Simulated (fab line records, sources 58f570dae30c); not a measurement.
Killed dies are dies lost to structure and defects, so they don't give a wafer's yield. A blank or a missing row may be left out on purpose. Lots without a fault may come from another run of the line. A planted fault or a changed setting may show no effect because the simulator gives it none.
Split-lot experiment | flow berkeley_cmos170 | 5 lots, 23 wafers read, on a route of 331 steps

THE SPLIT
At UCB170_NLDD_IMPLANT_09, the setting dose_cm2 was moved away from the recipe's 5e+13 on 8 of the 23 wafers read, by -6.6% to +6.3%. The other wafers ran this setting at the recipe's value.

FROM THE SPLIT TO THE READING: what the file shows between them, 3 steps
- UCB170_BACKSIDE_SOFTBAKE_02: time 60 s (also split here: time_s)
- UCB170_BACKSIDE_STRIP_03: strips in O2
- UCB170_BACKSIDE_CLEAN_04: cleans in SPM, time 600 s

THE READING
NLDD_RS, in ohm/sq, at UCB170_SDANNEAL_RS_MEAS_05 (measures by four-point-probe). Fault-free wafers of this fab line usually give 615.5 ohm/sq, standard deviation 1.3 ohm/sq.

wafer  | tool, chamber at the split | dose_cm2 as run | against the recipe | NLDD_RS, ohm/sq | against lot-mates on the recipe
L074.1 | implanter-04, 0            | 5e+13           | recipe             | 615.8           | -
L074.2 | implanter-04, 0            | 5e+13           | recipe             | 614.4           | -
L074.6 | implanter-04, 0            | 5e+13           | recipe             | 615.0           | -
L076.2 | implanter-04, 0            | 4.857e+13       | -2.9%              | 619.0           | +4.9
L076.3 | implanter-04, 0            | 4.857e+13       | -2.9%              | 621.2           | +7.1
L076.4 | implanter-04, 0            | 5e+13           | recipe             | 613.8           | -
L076.5 | implanter-04, 0            | 5e+13           | recipe             | 614.5           | -
L076.6 | implanter-04, 0            | 4.857e+13       | -2.9%              | 621.2           | +7.1
L078.1 | implanter-04, 0            | 5e+13           | recipe             | 616.1           | -
L078.2 | implanter-04, 0            | 5.317e+13       | +6.3%              | 604.8           | -11.5
L078.4 | implanter-04, 0            | 5e+13           | recipe             | 615.9           | -
L078.5 | implanter-04, 0            | 5e+13           | recipe             | 616.9           | -
L078.6 | implanter-04, 0            | 5.317e+13       | +6.3%              | 602.4           | -13.9
L082.1 | implanter-04, 0            | 5e+13           | recipe             | 614.8           | -
L082.3 | implanter-04, 0            | 4.669e+13       | -6.6%              | 627.3           | +12.6
L082.4 | implanter-04, 0            | 4.669e+13       | -6.6%              | 628.4           | +13.7
L082.5 | implanter-04, 0            | 4.669e+13       | -6.6%              | 628.7           | +14.0
L082.6 | implanter-04, 0            | 5e+13           | recipe             | 614.6           | -
L083.1 | implanter-02, 0            | 5e+13           | recipe             | 617.5           | -
L083.2 | implanter-02, 0            | 5e+13           | recipe             | 615.3           | -
L083.4 | implanter-02, 0            | 5e+13           | recipe             | 616.6           | -
L083.5 | implanter-02, 0            | 5e+13           | recipe             | 617.7           | -
L083.6 | implanter-02, 0            | 5e+13           | recipe             | 615.5           | -

THE FIT
A straight line over all 23 wafers: NLDD_RS changes by -1.88 ohm/sq for each +1% of dose_cm2; r = -0.98; the points scatter about the line by 1.1 ohm/sq.
The same after taking each lot's own level away (the mean of its wafers on the recipe; 23 wafers): -2.03 ohm/sq for each +1%; r = -0.99; scatter 0.83 ohm/sq.
On that fit, the largest move of dose_cm2 shifts the reading by 13 ohm/sq.
The lots' own levels span 614.15 to 616.52 ohm/sq, that is 1.8 times the standard deviation above.
So the lot-to-lot level changes the slope little: the two slopes agree.
Check: with one of the wafers moved furthest among these (-6.6%) left out of the fit, the line predicts +13.8 ohm/sq for it against its lot-mates. It came out at +12.6 ohm/sq against them.

OTHER SPLITS ON THESE WAFERS
These wafers also went through other splits before the reading. Each is held against what the fit with the lots' levels taken away leaves over:
other split on the same wafers     | wafers away from the commonest value | r with NLDD_RS (lot level and that fit taken away)
UCB170_GATE_OXIDATION_01 temp_c    | 15                                   | +0.13
UCB170_PLDD_COAT_01 resist_thk_nm  | 8                                    | -0.29
UCB170_BACKSIDE_SOFTBAKE_02 time_s | 9                                    | +0.22

THE FILE'S OWN FIT
NLDD_RS changes by -2.03 ohm/sq for each +1% of dose_cm2, r = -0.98.
